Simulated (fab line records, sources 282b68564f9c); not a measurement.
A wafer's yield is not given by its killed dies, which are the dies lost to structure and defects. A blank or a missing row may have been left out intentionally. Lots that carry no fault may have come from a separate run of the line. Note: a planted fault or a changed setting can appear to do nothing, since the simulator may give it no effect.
A lot that was struck, set against a sound lot ; flow rit-cmos ; 15 out of 202 route steps
Sound: these wafers, L107.1, L107.5, L107.6. The struck wafers were L100.3, L100.4, L100.5. Last of all comes the cause.
Per side, at each step with rows, come the tool, then ch with its chambers, and then its first start. Under that, the readings that differ: sound wafers ; struck wafers ; difference of the means ; sigmas: that difference in standard deviations of wafers without a fault.
alike: same words and numbers on both sides, and readings whose means sit less than 2 such deviations apart. not compared: any withheld reading, any reading some wafer has no value for, any bound like >300 that may hide the same value, and any number with overlapping values for which the record gives no deviation.
Wherever a step has rows on one side only, a row that says differs or no value, or a row with sigmas, the two part there. When numbers do not overlap yet have no deviation, they are printed without sigmas and do not part them. A reading missing from all wafers of one side parts the sides only when that side holds two or more wafers.

RIT_ACTIVE_THK_MEAS_02:
  sound on film-metro-04 at day 4 05:53; struck on film-metro-03 at day 2 18:07
  alike: ACTIVE_OXIDE_THK
then, 1 step without rows for these wafers: RIT_ACTIVE_CVD_03 (deposits Si3N4 from SiH2Cl2/NH3, target thk 150 nm, time 1500 s).
RIT_ACTIVE_THK_MEAS_04:
  sound on film-metro-01 at day 4 07:22; struck on film-metro-03 at day 2 20:38
  alike: ACTIVE_NITRIDE_THK
then, 6 steps without rows for these wafers: RIT_ACTIVE_HMDS_05 (prime time 60 s); RIT_ACTIVE_COAT_06 (resist thk 1000 nm); RIT_ACTIVE_SOFTBAKE_07 (time 60 s); RIT_ACTIVE_EXPOSE_08 (exposes mask M1, target cd 1400 nm); RIT_ACTIVE_PEB_09; RIT_ACTIVE_DEVELOP_10 (develop time 50 s).
RIT_ACTIVE_CD_MEAS_11: the cd target is 1400 nm.
  sound on cd-sem-01 at day 4 08:17; struck on cd-sem-02 at day 2 21:34
  alike: cd-nm
then, 1 step without rows for these wafers: RIT_ACTIVE_HARDBAKE_12 (time 60 s).
RIT_ACTIVE_ETCH_13: etches Si3N4 in SF6, stops on SiO2, time 210 s, target depth 210 nm.
  sound on rie-diel-04 ch 0,1,2, day 4 08:33; struck on rie-diel-04 ch 0,3, day 2 21:47
  alike: drypump-motor-current-A, oes-product-au, throttle-valve-pct
  not compared: rf-hours-counter-h
RIT_ACTIVE_STRIP_14: strips in O2, time 180 s.
  sound on plasma-asher-01 ch 0,1, day 4 08:41; struck on plasma-asher-04 ch 0,1, day 2 21:59
  no value came back on the struck wafers for chamber-pressure-mTorr (mTorr), drypump-motor-current-A (A), o2-flow-sccm (sccm); on the sound wafers chamber-pressure-mTorr (mTorr) reads 4001 4005 4000
reading;sound;struck;difference;sigmas
model.NOVOLAK_of_ACTIVE_COAT_06.thk-nm (nm);0 0 0;649.6 656.8 655.3;+653.9;
  not compared: rf-hours-counter-h
RIT_ACTIVE_CD_MEAS_90: the cd target is 1400 nm.
  sound on cd-sem-01 at day 4 08:51; struck on cd-sem-02 at day 2 22:08
  alike: cd-nm
RIT_M1_PROBE_99:
  sound on prober-02 at day 6 12:07; struck on prober-01 at day 4 21:35
reading;sound;struck;difference;sigmas
killed-at-front-end;8 8 5;264 264 264;+257;+83
killed-dies;8 9 5;264 264 264;+257;+80
killed-on-rim;3 3 1;70 70 70;+68;+48
  alike: killed-at-contacts, killed-open, killed-short

WHERE THEY PART
First at RIT_ACTIVE_STRIP_14; last, within this record, at RIT_M1_PROBE_99.

WHY: whatever the simulator had introduced
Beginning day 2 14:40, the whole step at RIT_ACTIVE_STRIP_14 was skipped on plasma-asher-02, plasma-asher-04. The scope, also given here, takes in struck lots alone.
